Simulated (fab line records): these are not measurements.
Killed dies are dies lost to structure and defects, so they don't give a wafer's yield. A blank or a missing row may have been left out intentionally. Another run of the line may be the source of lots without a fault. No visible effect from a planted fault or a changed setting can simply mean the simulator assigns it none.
The tool behind it: which one? + flow berkeley_cmos170 + 7 lots with 21 wafers sampled at 2 steps, on a route of 331 steps

## WHAT EACH GAUGE READ, for each wafer
UCB170_NLDD_CD_MEAS_06: target cd 1200 nm.
| lot  | measured     | on        | cd_nm (nm)           |
|------|--------------|-----------|----------------------|
| L486 | day 7 16:37  | cd_sem-01 | 1199.9 1200.4 1200.7 |
| L488 | day 7 21:32  | cd_sem-01 | 1201.1 1201.0 1200.1 |
| L492 | day 8 16:47  | cd_sem-02 | 1199.1 1199.7 1199.2 |
| L491 | day 8 17:20  | cd_sem-02 | 1221.9 1221.0 1221.1 |
| L496 | day 9 01:07  | cd_sem-02 | 1199.6 1201.9 1200.5 |
| L502 | day 10 11:14 | cd_sem-02 | 1198.1 1198.2 1197.0 |
| L506 | day 11 20:54 | cd_sem-02 | 1199.2 1201.3 1199.9 |

## WHAT TOOL EACH LOT RAN ON (gives the tool, then ch and the chambers of the sampled wafers, and finally the start)
| lot  | UCB170_NLDD_PEB_04                |
|------|-----------------------------------|
| L486 | litho_track-04 ch 0, day 7 16:20  |
| L488 | litho_track-03 ch 0, day 7 21:16  |
| L492 | litho_track-04 ch 0, day 8 16:31  |
| L491 | litho_track-04 ch 0, day 8 17:04  |
| L496 | litho_track-03 ch 0, day 9 00:50  |
| L502 | litho_track-03 ch 0, day 10 10:58 |
| L506 | litho_track-01 ch 0, day 11 20:37 |
- UCB170_NLDD_PEB_04

## THE ANSWER, worked out from the rows above alone
Rule: the lots themselves supply what counts as usual. Put in order of their means at a reading, lots are off if they are a third of the lots or fewer, leave a main group of 4 or more, and stand apart from it by a gap of 3 or more times the standard deviation of the main group's means; of several such gaps the widest counts. If all means in a main group match to the digits the tables above print for the reading, that group is not used. Also off: a lot with no number at a reading for which 4 or more lots have one. The other lots that the step has rows for count as sound.
Off: L491 (UCB170_NLDD_CD_MEAS_06, cd_nm). Main group: mean 1199.8 nm, sd 1.
If a tool, at a process step before that reading, ran all the lots that are off and no sound lot after the first of them, it fits. Those tools and the gauges at UCB170_NLDD_CD_MEAS_06 are tried in the same way. One fits: litho_track-04 at UCB170_NLDD_PEB_04. A fault onset in the window from L492 (day 8 16:31, its last sound lot) to L491 (day 8 17:04, its first lot off) fits.

## WHAT THE SIMULATOR PUT IN
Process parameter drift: litho_track-04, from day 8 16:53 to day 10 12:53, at UCB170_NLDD_PEB_04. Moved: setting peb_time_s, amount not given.
Shown lots that were struck: L491. Same finding as the rule above.
